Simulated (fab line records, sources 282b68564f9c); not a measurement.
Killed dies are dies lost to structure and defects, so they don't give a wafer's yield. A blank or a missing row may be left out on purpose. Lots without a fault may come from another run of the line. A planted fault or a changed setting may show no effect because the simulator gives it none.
One fault seen from 2 desks | flow rit_cmos | each desk has only its own numbers; what lay behind them comes last

THE METROLOGY DESK
What the gauges read, lot by lot, whatever tool the lot ran on: means of the sampled wafers that have a number. A lot is out of limits, marked OUT, if its mean lies more than 4 standard deviations from the usual mean; the brackets give that distance.
Columns: A = PLDD_TW at RIT_PLDD_TW_MEAS_10, usual 2330; B = PLDD_RS at RIT_SDANNEAL_RS_MEAS_06, usual 178.6 ohm/sq
lot  | first seen here | A              | B
L167 | day 2 21:26     | 2341           | 178.1
L168 | day 3 03:26     | 2309           | 178.4
L169 | day 3 07:13     | 2309           | 178.9
L170 | day 3 11:53     | 2352           | 178.4
L172 | day 3 23:52     | 2374           | 179.0
L173 | day 4 02:25     | 2359           | 177.9
L174 | day 4 09:05     | 2320           | 178.8
L175 | day 4 16:34     | 2314           | 178.6
L177 | day 5 05:32     | 2322           | 178.9
L178 | day 5 12:42     | 2311           | 179.0
L182 | day 6 09:40     | 1859 (-26) OUT | 305.2 (+99 or more) OUT
L186 | day 7 01:25     | 1889 (-24) OUT | 298.1 (+99 or more) OUT
L189 | day 7 19:25     | 2334           | 179.1
L190 | day 7 21:28     | 2337           | 178.6
This desk's finding: out of limits on L182, L186; first on L182, day 6 09:40 (PLDD_TW at RIT_PLDD_TW_MEAS_10). In limits: L167, L168, L169, L170, L172, L173, L174, L175, L177, L178, L189, L190.

THE TOOL OWNER'S DESK: implanter-01
The tool's own readings at RIT_PLDD_IMPLANT_08: means of the sampled wafers that have a number, for each lot that ran on this tool. A lot is out of limits, marked OUT, if its mean lies more than 4 standard deviations from the usual mean; the brackets give that distance.
Columns: A = dose_ions_cm2 at RIT_PLDD_IMPLANT_08, usual 9e+14; B = end_station_pressure_torr at RIT_PLDD_IMPLANT_08, usual 7.3e-06 Torr; C = faraday_current_uA at RIT_PLDD_IMPLANT_08, usual 2833
lot  | first seen here | A                       | B       | C
L170 | day 3 11:35     | 9e+14                   | 6.7e-06 | 2811
L172 | day 3 23:33     | 9e+14                   | 7.4e-06 | 2817
L173 | day 4 02:01     | 9e+14                   | 7.2e-06 | 2801
L175 | day 4 16:16     | 9e+14                   | 7.4e-06 | 2805
L177 | day 5 05:12     | 9e+14                   | 7.0e-06 | 2823
L182 | day 6 09:22     | 4e+14 (-99 or more) OUT | 6.0e-06 | 1268 (-28) OUT
L186 | day 7 01:07     | 4e+14 (-99 or more) OUT | 6.0e-06 | 1311 (-28) OUT
This desk's finding: out of limits on L182, L186; first on L182, day 6 09:22 (dose_ions_cm2 at RIT_PLDD_IMPLANT_08). In limits: L170, L172, L173, L175, L177.

PUT TOGETHER
The tool owner's desk could have raised an alarm at day 6 09:22, on L182, L186.
The metrology desk could have raised an alarm at day 6 09:40, on L182, L186.
Of the lots named, all ran RIT_PLDD_IMPLANT_08 on implanter-01.

WHAT THE SIMULATOR HAD PUT IN
Process parameter drift: implanter-01, from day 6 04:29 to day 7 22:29, at RIT_PLDD_IMPLANT_08. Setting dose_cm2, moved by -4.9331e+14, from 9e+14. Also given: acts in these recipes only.
Lots struck among those shown: L182, L186.
Hours from the fault's start to each desk's first reading out of limits: the tool owner's desk, 5; the metrology desk, 5.
